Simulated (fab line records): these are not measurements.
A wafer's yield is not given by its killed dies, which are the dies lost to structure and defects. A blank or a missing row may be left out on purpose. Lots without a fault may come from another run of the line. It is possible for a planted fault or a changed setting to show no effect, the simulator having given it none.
A struck lot beside a sound one :: flow berkeley_cmos170 :: 14 steps out of a route of 331
Sound: wafers L475.1, L475.4, L475.5. Struck: wafers L488.3, L488.4, L488.5. The cause is named last.
At each step with rows: each side's tool, then ch and its chambers, then its first start. Under that, the readings that differ: sound wafers :: struck wafers :: difference of the means :: sigmas: that difference in standard deviations of wafers without a fault.
alike: readings whose means differ by less than 2 such deviations, and words and numbers that are the same on both sides. not compared: withheld readings, readings that some wafer has no value for, bounds like >300 that may hide the same value, and numbers for which the record gives no deviation and whose values overlap.
The two part at a step that has a row with sigmas, a row that says differs or no value, or rows on one side only. Numbers that have no deviation but don't overlap get no sigmas and don't part them. A reading missing from all wafers of one side parts the sides only when that side holds two or more wafers.

UCB170_PVT_STRIP_08: strips in O2.
  sound on plasma_asher-04 ch 0,1, day 6 13:15; struck on plasma_asher-01 ch 0,1, day 9 18:26
  alike: chamber_pressure_mTorr, drypump_motor_current_A, oes_product_au, strip_time_to_endpoint_s
  not compared: rf_hours_counter_h
UCB170_PVT_TW_MEAS_09:
  sound: film_metro-04 at day 6 13:21; struck: film_metro-01 at day 9 18:31
reading: PVT_TW
sound: 511 512 511
struck: 518 519 521
difference: +8
sigmas: +2
then, 1 step without rows for these wafers: UCB170_GATE_WET_ETCH_00 (etches SiO2 in dHF, time 200 s).
UCB170_FIELD_THK_MEAS_91:
  sound: film_metro-01 at day 6 13:28; struck: film_metro-03 at day 9 18:38
  alike: FIELD_OXIDE_LEFT_2_THK
then, 1 step without rows for these wafers: UCB170_GATE_OXIDATION_01 (target thk 6.6 nm, ox time 1800 s).
UCB170_GATE_THK_MEAS_02:
  sound: film_metro-01 at day 6 19:09; struck: film_metro-04 at day 9 23:33
  alike: GATE_OXIDE_THK
then, 2 steps without rows for these wafers: UCB170_GATE_ANNEAL_03 (time 1800 s); UCB170_GATE_CVD_04 (deposits poly-Si from SiH4, time 1440 s, target thk 214 nm).
UCB170_GATE_THK_MEAS_05:
  sound: film_metro-04 at day 7 01:29; struck: film_metro-02 at day 10 07:07
  alike: GATE_POLY_THK
then, 3 steps without rows for these wafers: UCB170_GATE_COAT_06; UCB170_GATE_COAT_07 (resist thk 900 nm); UCB170_GATE_SOFTBAKE_08 (time 60 s).
UCB170_GATE_EXPOSE_09: exposes mask POLY, target cd 350 nm.
  struck on krf_scanner-02, day 10 08:07; sound on krf_scanner-01 ch 0, day 7 02:28
  no value came back on the struck wafers for exposure_dose_mJ_cm2, focus_offset_nm (nm), na, sigma_outer; on the sound wafers exposure_dose_mJ_cm2 reads 21.020 20.990 21.009
  alike: mask
following that, these wafers have no rows for 1 step: UCB170_GATE_PEB_10.

## WHERE THEY PART
Last at UCB170_GATE_EXPOSE_09 as far as this record goes, first at UCB170_PVT_TW_MEAS_09.

WHY: what the simulator had put in
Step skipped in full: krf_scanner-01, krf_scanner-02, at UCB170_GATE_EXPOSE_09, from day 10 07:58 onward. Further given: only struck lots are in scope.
